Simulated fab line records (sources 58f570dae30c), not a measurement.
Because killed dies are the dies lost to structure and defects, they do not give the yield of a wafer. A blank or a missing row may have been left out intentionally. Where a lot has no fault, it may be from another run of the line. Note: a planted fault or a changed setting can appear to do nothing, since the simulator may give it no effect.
Split-lot experiment | flow berkeley cmos170 | 23 wafers read from 5 lots, route of 331 steps

== ABOUT THE SPLIT ==
At UCB170_PWELL_CVD_05 (deposits Si3N4 from SiH2Cl2/NH3, target thk 220 nm, time 3300 s), the setting temp c was moved away from the recipe's 800 C on 10 of the 23 wafers read, by +1.9% to +2.4%. For the rest of the wafers, this setting stayed at what the recipe calls for.

No step appears in the file between the split and the reading.

== THE READING ==
At UCB170_PWELL_THK_MEAS_06: PWELL_NITRIDE_THK, given in nm. A value of 219.8 nm with a standard deviation of 2 nm is what fault-free wafers of this fab line usually give.

wafer  | tool, chamber at the split | temp c as run, C | against the recipe | PWELL_NITRIDE_THK, nm | against lot-mates on the recipe
L075.1 | -, -                       | 815.3            | +1.9%              | 289.4                 | no lot-mate on the recipe
L075.2 | -, -                       | 815.3            | +1.9%              | 289.9                 | no lot-mate on the recipe
L075.3 | -, -                       | 815.3            | +1.9%              | 288.1                 | no lot-mate on the recipe
L075.4 | -, -                       | 815.3            | +1.9%              | 289.0                 | no lot-mate on the recipe
L075.5 | -, -                       | 815.3            | +1.9%              | 288.3                 | no lot-mate on the recipe
L077.2 | -, -                       | 800              | recipe             | 221.2                 | -
L077.3 | -, -                       | 800              | recipe             | 222.4                 | -
L077.4 | -, -                       | 800              | recipe             | 224.9                 | -
L077.5 | -, -                       | 800              | recipe             | 222.4                 | -
L077.6 | -, -                       | 800              | recipe             | 221.6                 | -
L081.1 | lpcvd-01, 0                | 800              | recipe             | 219.6                 | -
L081.2 | lpcvd-01, 0                | 800              | recipe             | 219.0                 | -
L081.3 | lpcvd-01, 0                | 800              | recipe             | 218.5                 | -
L083.1 | -, -                       | 819.5            | +2.4%              | 312.9                 | no lot-mate on the recipe
L083.2 | -, -                       | 819.5            | +2.4%              | 312.8                 | no lot-mate on the recipe
L083.3 | -, -                       | 819.5            | +2.4%              | 311.8                 | no lot-mate on the recipe
L083.5 | -, -                       | 819.5            | +2.4%              | 314.7                 | no lot-mate on the recipe
L083.6 | -, -                       | 819.5            | +2.4%              | 313.0                 | no lot-mate on the recipe
L085.1 | -, -                       | 800              | recipe             | 214.4                 | -
L085.2 | -, -                       | 800              | recipe             | 216.0                 | -
L085.3 | -, -                       | 800              | recipe             | 215.2                 | -
L085.4 | -, -                       | 800              | recipe             | 215.5                 | -
L085.5 | -, -                       | 800              | recipe             | 215.1                 | -

FIT RESULTS
A straight line over all 23 wafers: PWELL_NITRIDE_THK changes by +37.9 nm for each +1% of temp c; r = +1.00; the points scatter about the line by 3 nm.
Too few moved wafers have a lot-mate on the recipe to fit a line with each lot's own level taken away.

== THE WHOLE CHAIN: every reading that the file lists as answering this split, in the file's order ==
step                     | what it does                                                               | reading                                                                       | change (the file's fit)              | r (the file's)
UCB170_PWELL_CVD_05      | deposits Si3N4 from SiH2Cl2/NH3, target thk 220 nm, time 3300 s            | Si3N4_of_PWELL_CVD_05.thk nm (the simulator's own value, which no gauge read) | +37.9 nm for each +1% of the setting | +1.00
UCB170_PWELL_THK_MEAS_06 |                                                                            | PWELL_NITRIDE_THK                                                             | +37.9 for each +1% of the setting    | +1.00
UCB170_PWELL_ETCH_14     | etches Si3N4 in CH3F/Ar/O2, stops on SiO2, target depth 242 nm, time 151 s | etch.depth nm (the simulator's own value, which no gauge read)                | +9.75 nm for each +1% of the setting | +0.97

== FILE'S OWN FIT ==
PWELL_NITRIDE_THK changes by +37.9 nm for each +1% of temp c, r = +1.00.
